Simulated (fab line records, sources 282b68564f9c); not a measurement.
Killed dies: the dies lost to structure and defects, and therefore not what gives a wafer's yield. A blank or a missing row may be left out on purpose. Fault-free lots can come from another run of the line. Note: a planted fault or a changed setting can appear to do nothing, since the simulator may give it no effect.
A struck lot beside a sound one / flow rit cmos / 44 out of 202 route steps
Sound: the wafers L854.2, L854.3, L854.5. Wafers L864.1, L864.2, L864.3 were the ones struck. Last of all comes the cause.
Each step with rows lists, per side, the tool, then ch with its chambers, then its first start. Under that, the readings that differ: sound wafers / struck wafers / difference of the means / sigmas: that difference in standard deviations of wafers without a fault.
alike: words and numbers the same on both sides, and readings whose means are apart by under 2 such deviations; not compared: readings that were withheld, readings missing a value for some wafer, numbers with overlapping values and no deviation given by the record, and bounds like >300 which may hide the same value.
The two part at a step that has a row with sigmas, a row that says differs or no value, or rows on one side only. Numbers that have no deviation but don't overlap get no sigmas and don't part them. A reading missing from all wafers of one side parts the sides only when that side holds two or more wafers.

first, 1 step without rows for these wafers: RIT_PRETRO_IMPLANT_08.
RIT_PRETRO_STRIP_09: strips in O2, time 180 s.
  sound on plasma asher-03 ch 0,1, day 2 13:11; struck on plasma asher-02 ch 0,1, day 4 14:23
  alike: drypump motor current A
  not compared: rf hours counter h
RIT_PRETRO_TW_MEAS_10:
  sound: film metro-02 at day 2 13:22; struck: film metro-01 at day 4 14:34
  alike: PRETRO_TW
then, 5 steps without rows for these wafers: RIT_GATE_WET_ETCH_00 (etches SiO2 in BOE, target depth 56 nm, time 60 s); RIT_GATE_CLEAN_01 (cleans in SC1, time 600 s); RIT_GATE_CLEAN_02 (cleans in dHF, time 30 s); RIT_GATE_CLEAN_03 (cleans in SC2, time 600 s); RIT_GATE_CLEAN_04 (cleans in dHF, time 60 s).
RIT_FOX2_THK_MEAS_91:
  sound: film metro-01 at day 2 13:51; struck: film metro-01 at day 4 15:04
  alike: FIELD_OXIDE_LEFT_2_THK
then, 2 steps without rows for these wafers: RIT_GATE_OXIDATION_05 (target thk 3 nm, ox time 270 s); RIT_GATE_ANNEAL_06 (time 600 s).
RIT_GATE_THK_MEAS_07:
  sound: film metro-01 at day 2 17:12; struck: film metro-01 at day 4 16:53
reading=GATE_OXIDE_THK (nm); sound=3.17 3.21 3.16; struck=2.92 3.04 2.97; difference=-0.20; sigmas=-3
RIT_GATE_CVD_08: deposits poly-Si from SiH4, target thk 250 nm, time 2220 s.
  sound on lpcvd-02 ch 1, day 2 17:15; struck on lpcvd-01 ch 1, day 4 16:57
reading=model.poly-Si_of_GATE_CVD_08.thk nm (nm); sound=251 251.2 251.6; struck=92.48 92.01 92.08; difference=-159.08; sigmas=
  alike: spike tc source C
RIT_GATE_THK_MEAS_09:
  sound: film metro-01 at day 2 18:53; struck: film metro-01 at day 4 18:34
reading=GATE_POLY_THK (nm); sound=251.1 251.2 251.7; struck=92.4 92.1 92.2; difference=-159.1; sigmas=-76
then, 2 steps without rows for these wafers: RIT_GATE_HMDS_10 (prime time 60 s); RIT_GATE_COAT_11 (resist thk 850 nm).
RIT_GATE_SOFTBAKE_12: time 61.23 s.
  sound on litho track-04 ch 0, day 2 19:15; struck on litho track-04 ch 0, day 4 18:56
  alike: plate sensor t centre C, plate sensor t edge C
then, 3 steps without rows for these wafers: RIT_GATE_EXPOSE_13 (exposes mask M6, target cd 150 nm); RIT_GATE_PEB_14; RIT_GATE_DEVELOP_15 (develop time 50 s).
RIT_GATE_CD_MEAS_16: target cd 150 nm.
  sound: cd sem-01 at day 2 19:55; struck: cd sem-01 at day 4 19:36
  alike: cd nm
RIT_GATE_OVL_MEAS_17:
  sound: overlay-01 at day 2 20:02; struck: overlay-01 at day 4 19:43
  alike: GATE_OVL
then, 1 step without rows for these wafers: RIT_GATE_HARDBAKE_18 (time 60 s).
RIT_GATE_ETCH_19: etches poly-Si in SF6/CHF3/O2, stops on SiO2, time 165 s, target depth 312.5 nm.
  sound on rie si-02 ch 1,3, day 2 20:13; struck on rie si-02 ch 0,2,3, day 4 19:55
reading=oes product au (a.u.); sound=0.850 0.839 0.838; struck=0.477 0.468 0.470; difference=-0.371; sigmas=-29
reading=model.etch.depth nm (nm); sound=251 251.2 251.6; struck=92.48 92.01 92.08; difference=-159.08; sigmas=
reading=model.GATE.feature depth nm (nm); sound=251 251.2 251.6; struck=92.48 92.01 92.08; difference=-159.08; sigmas=
  alike: drypump motor current A, throttle valve pct
  not compared: rf hours counter h
RIT_GATE_STRIP_20: strips in O2, time 180 s.
  sound on plasma asher-02 ch 0,1, day 2 20:19; struck on plasma asher-02 ch 0,1, day 4 20:01
  alike: drypump motor current A
  not compared: rf hours counter h
RIT_GATE_CD_MEAS_90: target cd 150 nm.
  sound: cd sem-02 at day 2 20:31; struck: cd sem-02 at day 4 20:11
  alike: cd nm
then, 4 steps without rows for these wafers: RIT_REOX_CLEAN_00 (cleans in SC1, time 600 s); RIT_REOX_CLEAN_01 (cleans in dHF, time 30 s); RIT_REOX_CLEAN_02 (cleans in SC2, time 600 s); RIT_REOX_OXIDATION_03 (target thk 25.2 nm, ox time 5580 s).
RIT_REOX_THK_MEAS_04:
  sound: film metro-04 at day 2 23:32; struck: film metro-01 at day 4 23:16
  alike: REOX_OXIDE_THK
then, 6 steps without rows for these wafers: RIT_NLDD_HMDS_00 (prime time 60 s); RIT_NLDD_COAT_01 (resist thk 1000 nm); RIT_NLDD_SOFTBAKE_02 (time 60 s); RIT_NLDD_EXPOSE_03 (exposes mask M7, target cd 40700 nm); RIT_NLDD_PEB_04; RIT_NLDD_DEVELOP_05 (develop time 50 s).
RIT_NLDD_OVL_MEAS_06:
  sound: overlay-02 at day 3 00:27; struck: overlay-01 at day 5 00:21
  alike: NLDD_OVL
then, 2 steps without rows for these wafers: RIT_NLDD_HARDBAKE_07 (time 60 s); RIT_NLDD_IMPLANT_08.
RIT_NLDD_STRIP_09: strips in O2, time 180 s.
  sound on plasma asher-02 ch 1, day 3 00:47; struck on plasma asher-03 ch 0,1, day 5 00:41
  alike: drypump motor current A
  not compared: rf hours counter h
RIT_NLDD_TW_MEAS_10:
  sound: film metro-03 at day 3 00:58; struck: film metro-02 at day 5 00:52
  alike: NLDD_TW
RIT_SDANNEAL_CLEAN_02: cleans in SC2, time 600 s.
  sound on wet bench-01 ch 1, day 3 08:14; struck on wet bench-03 ch 2, day 5 08:17
reading=model.poly-Si_of_GATE_CVD_08.thk nm (nm); sound=163.2 164.1 164.1; struck=25.45 25.3 25.34; difference=-138.44; sigmas=
RIT_M1_PROBE_99:
  sound: prober-01 at day 3 18:02; struck: prober-02 at day 5 15:55
  alike: killed at front end, killed dies, killed open, killed short

== WHERE THEY PART ==
Last at RIT_GATE_ETCH_19 as far as this record goes, first at RIT_GATE_THK_MEAS_07. Later steps at which nothing parts them and some readings are alike: RIT_GATE_STRIP_20, RIT_GATE_CD_MEAS_90, RIT_REOX_THK_MEAS_04, RIT_NLDD_OVL_MEAS_06, RIT_NLDD_STRIP_09, RIT_NLDD_TW_MEAS_10, RIT_M1_PROBE_99.

WHY: the cause the simulator had injected
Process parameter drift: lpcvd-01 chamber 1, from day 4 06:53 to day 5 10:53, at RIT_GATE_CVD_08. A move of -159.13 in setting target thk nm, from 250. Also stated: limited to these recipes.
